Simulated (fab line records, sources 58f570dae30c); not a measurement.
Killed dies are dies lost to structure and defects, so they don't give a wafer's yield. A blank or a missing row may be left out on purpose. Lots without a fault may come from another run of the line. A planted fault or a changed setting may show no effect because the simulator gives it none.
A struck lot beside a sound one | flow berkeley_cmos170 | 15 steps out of a route of 331
Sound: wafers L283.1, L283.4, L283.6. Struck: wafers L279.3, L279.4, L279.6. The cause comes at the end.
At each step with rows: each side's tool, then ch and its chambers, then its first start. Under that, the readings that differ: sound wafers | struck wafers | difference of the means | sigmas: that difference in standard deviations of wafers without a fault.
alike: readings whose means differ by less than 2 such deviations, and words and numbers that are the same on both sides. not compared: withheld readings, readings that some wafer has no value for, bounds like >300 that may hide the same value, and numbers for which the record gives no deviation and whose values overlap.
The two part at a step that has a row with sigmas, a row that says differs or no value, or rows on one side only. Numbers that don't overlap but have no deviation are shown without sigmas and don't part them. A reading that every wafer of one side lacks parts them only if that side has two wafers or more.

first, 2 steps without rows for these wafers: UCB170_M3_COAT_05 (resist thk 900 nm); UCB170_M3_SOFTBAKE_06 (time 60 s).
UCB170_M3_STRIP_07: strips in O2.
  sound on plasma_asher-01 ch 0,1, day 11 17:50; struck on plasma_asher-02 ch 0,1, day 11 03:29
  alike: drypump_motor_current_A, oes_product_au, strip_time_to_endpoint_s
  not compared: rf_hours_counter_h
then, 7 steps without rows for these wafers: UCB170_M3_STRIP_08 (strips KrF in DMSO, time 600 s); UCB170_M3_COAT_09; UCB170_M3_COAT_10 (resist thk 900 nm); UCB170_M3_SOFTBAKE_11 (time 60 s); UCB170_M3_EXPOSE_12 (exposes mask METAL3, target cd 700 nm); UCB170_M3_PEB_13; UCB170_M3_DEVELOP_14 (develop time 45 s).
UCB170_M3_CD_MEAS_15: target cd 700 nm.
  sound on cd_sem-02, day 11 18:57; struck on cd_sem-01, day 11 05:37
  reading    | sound             | struck            | difference | sigmas
  cd_nm (nm) | 697.9 699.0 698.3 | 701.3 701.4 702.3 | +3.3       | +2
UCB170_M3_OVL_MEAS_16:
  sound on overlay-01, day 11 19:04; struck on overlay-02, day 11 05:43
  alike: M3_OVL
UCB170_M3_ETCH_17: etches BARC in N2/H2.
  sound on rie_diel-01 ch 0,2,3, day 11 19:07; struck on rie_diel-04 ch 1,2,3, day 11 05:44
  reading               | sound             | struck            | difference | sigmas
  oes_product_au (a.u.) | 1.013 0.979 1.003 | 0.775 0.740 0.756 | -0.241     | -13
  alike: drypump_motor_current_A, throttle_valve_pct
UCB170_M3_METAL_ETCH_18: etches Al in Cl2/BCl3, stops on SiO2, target depth 1170 nm, time 195 s.
  sound on rie_metal-02 ch 1, day 11 19:09; struck on rie_metal-01 ch 1, day 11 05:55
  alike: drypump_motor_current_A, mfc_cl2_sccm, oes_product_au, throttle_valve_pct
  not compared: rf_hours_counter_h
then, 1 step without rows for these wafers: UCB170_M3_PROBE_99.

WHERE THEY PART
First at UCB170_M3_CD_MEAS_15; last, within this record, at UCB170_M3_ETCH_17. Later steps at which nothing parts them and some readings are alike: UCB170_M3_METAL_ETCH_18.

WHY: what the simulator had put in
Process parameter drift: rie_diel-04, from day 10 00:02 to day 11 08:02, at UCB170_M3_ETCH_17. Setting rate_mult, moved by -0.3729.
